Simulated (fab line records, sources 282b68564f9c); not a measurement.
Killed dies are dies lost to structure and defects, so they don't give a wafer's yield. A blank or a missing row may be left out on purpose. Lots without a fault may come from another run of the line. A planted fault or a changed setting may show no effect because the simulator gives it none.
Which tool did it? | flow rit_cmos | 7 lots, 21 wafers sampled, at 2 steps of a route of 202

WHAT THE GAUGES READ, wafer by wafer
RIT_M1_RS_MEAS_01: measures by four-point-probe.
lot  | measured    | on            | M1_AL_RS (ohm/sq)
L255 | day 3 09:23 | film_metro-02 | 0.0725 0.0717 0.0718
L259 | day 4 08:18 | film_metro-04 | 0.1625 0.0733 0.1637
L263 | day 5 09:35 | film_metro-04 | 0.0716 0.1617 0.0730
L270 | day 6 17:00 | film_metro-04 | 0.0731 0.0725 0.0733
L272 | day 7 00:25 | film_metro-02 | 0.0725 0.0718 0.0729
L275 | day 7 13:30 | film_metro-02 | 0.0729 0.0734 0.0735
L277 | day 8 04:08 | film_metro-02 | 0.0725 0.0737 0.0737

WHICH TOOL RAN EACH LOT (tool, then ch and the chambers of the sampled wafers, then the start)
lot  | RIT_M1_SPUTTER_00
L255 | pvd_sputter-03, day 3 09:05
L259 | pvd_sputter-03, day 4 07:58
L263 | pvd_sputter-03, day 5 09:17
L270 | pvd_sputter-04, day 6 16:42
L272 | pvd_sputter-04, day 7 00:06
L275 | pvd_sputter-03, day 7 13:13
L277 | pvd_sputter-03, day 8 03:49
- RIT_M1_SPUTTER_00: material Al, target thk 400 nm, time 500 s.

THE ANSWER, worked out from the rows above alone
Rule: what is usual is taken from the lots themselves. Put in order of their means at a reading, lots are off if they are a third of the lots or fewer, leave a main group of 4 or more, and stand apart from it by a gap of 3 or more times the standard deviation of the main group's means; of several such gaps the widest counts. A main group whose means are all the same, to the digits that the tables above print for the reading, isn't used. A lot without any number at a reading at which 4 lots or more have one is off too. The other lots that the step has rows for count as sound.
Off: L259, L263, at RIT_M1_RS_MEAS_01 (M1_AL_RS). The main group: mean 0.0728 ohm/sq, standard deviation 0.00051.
A tool fits if, at a process step before that reading, it ran every lot that is off, and no sound lot after the first of them. The gauges at RIT_M1_RS_MEAS_01 are tried like those tools. None of those tried fits.

WHAT THE SIMULATOR HAD PUT IN
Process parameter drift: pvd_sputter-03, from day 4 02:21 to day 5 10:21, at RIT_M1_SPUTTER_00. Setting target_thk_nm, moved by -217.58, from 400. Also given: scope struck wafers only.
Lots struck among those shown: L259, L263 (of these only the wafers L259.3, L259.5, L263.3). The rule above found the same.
